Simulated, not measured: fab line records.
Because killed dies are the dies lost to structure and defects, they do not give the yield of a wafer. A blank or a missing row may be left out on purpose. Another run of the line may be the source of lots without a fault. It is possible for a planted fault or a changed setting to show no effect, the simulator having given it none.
Which of the tools did it? | flow berkeley-cmos170 | Sampling: 14 lots, 42 wafers, 2 of 331 route steps

== WHAT THE GAUGES READ, wafer by wafer ==
UCB170_SDANNEAL_RS_MEAS_02: measures by four-point-probe.
lot  | measured     | on            | PSD_RS (ohm/sq)
L205 | day 6 08:38  | film-metro-03 | 75.1 75.4 75.4
L206 | day 6 19:15  | film-metro-03 | 76.4 76.5 76.0
L207 | day 6 19:47  | film-metro-02 | 75.7 75.5 75.7
L208 | day 7 07:29  | film-metro-02 | 75.8 75.6 75.6
L209 | day 7 08:25  | film-metro-02 | 75.7 75.3 75.1
L211 | day 7 18:10  | film-metro-04 | 75.9 75.3 75.5
L210 | day 7 22:35  | film-metro-02 | 75.2 75.0 75.5
L214 | day 8 11:08  | film-metro-03 | 75.7 75.5 75.7
L216 | day 9 05:58  | film-metro-04 | 75.8 75.5 75.6
L218 | day 9 11:50  | film-metro-02 | 105.5 104.8 104.7 105.3 104.8 104.7
L221 | day 9 21:14  | film-metro-04 | 104.6 104.5 105.1 104.4 104.7 105.1
L223 | day 10 22:30 | film-metro-02 | 74.9 74.9 74.8
L225 | day 10 23:20 | film-metro-04 | 76.0 75.7 75.9
L226 | day 10 23:29 | film-metro-02 | 75.4 75.4 75.7

== EACH LOT AND THE TOOL THAT RAN IT (in order: tool; ch and the chambers of the sampled wafers; start) ==
lot  | UCB170_SDANNEAL_RTA_01
L205 | rtp-anneal-01 ch 0, day 6 08:34
L206 | rtp-anneal-02 ch 0, day 6 19:12
L207 | rtp-anneal-01 ch 0, day 6 19:44
L208 | rtp-anneal-02 ch 0, day 7 07:25
L209 | rtp-anneal-02 ch 0, day 7 08:20
L211 | rtp-anneal-01 ch 0, day 7 18:06
L210 | rtp-anneal-02 ch 0, day 7 22:28
L214 | rtp-anneal-01 ch 0, day 8 11:05
L216 | rtp-anneal-02 ch 0, day 9 05:51
L218 | rtp-anneal-02 ch 0, day 9 11:43
L221 | rtp-anneal-02 ch 0, day 9 21:10
L223 | rtp-anneal-01 ch 0, day 10 22:25
L225 | rtp-anneal-01 ch 0, day 10 23:16
L226 | rtp-anneal-01 ch 0, day 10 23:26
- UCB170_SDANNEAL_RTA_01: time 5 s.

== AS READ BY THE TOOLS THEMSELVES (means over the sampled wafers that have a number; for cases with no such wafer, the mark the record gives instead) ==
UCB170_SDANNEAL_RTA_01.
lot  | tool          | lamp-power-pct (%) | wafer_temp_C_max
L205 | rtp-anneal-01 | 35.3               | 1053.4
L206 | rtp-anneal-02 | 36.1               | 1060.0
L207 | rtp-anneal-01 | 35.3               | 1055.1
L208 | rtp-anneal-02 | 36.1               | 1060.2
L209 | rtp-anneal-02 | 36.1               | 1058.4
L211 | rtp-anneal-01 | 35.3               | 1053.5
L210 | rtp-anneal-02 | 36.1               | 1057.7
L214 | rtp-anneal-01 | 35.3               | 1053.1
L216 | rtp-anneal-02 | 36.0               | 1057.9
L218 | rtp-anneal-02 | 36.1               | 1058.2
L221 | rtp-anneal-02 | 36.1               | 1057.6
L223 | rtp-anneal-01 | 35.3               | 1054.6
L225 | rtp-anneal-01 | 35.3               | 1053.5
L226 | rtp-anneal-01 | 35.3               | 1053.0

== THE ANSWER, worked out from the rows above alone ==
Rule: the lots themselves supply what counts as usual. Put in order of their means at a reading, lots are off if they are a third of the lots or fewer, leave a main group of 4 or more, and stand apart from it by a gap of 3 or more times the standard deviation of the main group's means; of several such gaps the widest counts. A main group whose means are all the same, to the digits that the tables above print for the reading, isn't used. Also off: a lot with no number at a reading for which 4 or more lots have one. Where the step has rows for the other lots, those lots are counted as sound. After the gauges, taken in route order, come the tools' own readings; for these a lot's mean is taken, as printed above. At the first step where some lot is off, the reading lying furthest off is the one used; lots without a number count as furthest.
Off: L218, L221, at UCB170_SDANNEAL_RS_MEAS_02 (PSD_RS). The main group has a mean of 75.5 ohm/sq with a standard deviation of 0.34.
If a tool, at a process step before that reading, ran all the lots that are off and no sound lot after the first of them, it fits. Gauges at UCB170_SDANNEAL_RS_MEAS_02: tried the same way as those tools. One candidate fits, namely rtp-anneal-02 at UCB170_SDANNEAL_RTA_01. A fault onset in the window from L216 (day 9 05:51, its last sound lot) to L218 (day 9 11:43, its first lot off) fits.

== WHAT THE SIMULATOR HAD INSERTED ==
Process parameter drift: rtp-anneal-02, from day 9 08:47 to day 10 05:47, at UCB170_SDANNEAL_RTA_01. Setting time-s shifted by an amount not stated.
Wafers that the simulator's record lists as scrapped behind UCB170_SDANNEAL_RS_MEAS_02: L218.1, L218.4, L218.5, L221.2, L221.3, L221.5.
Shown lots that were struck: L218, L221. The rule above reached the same finding.
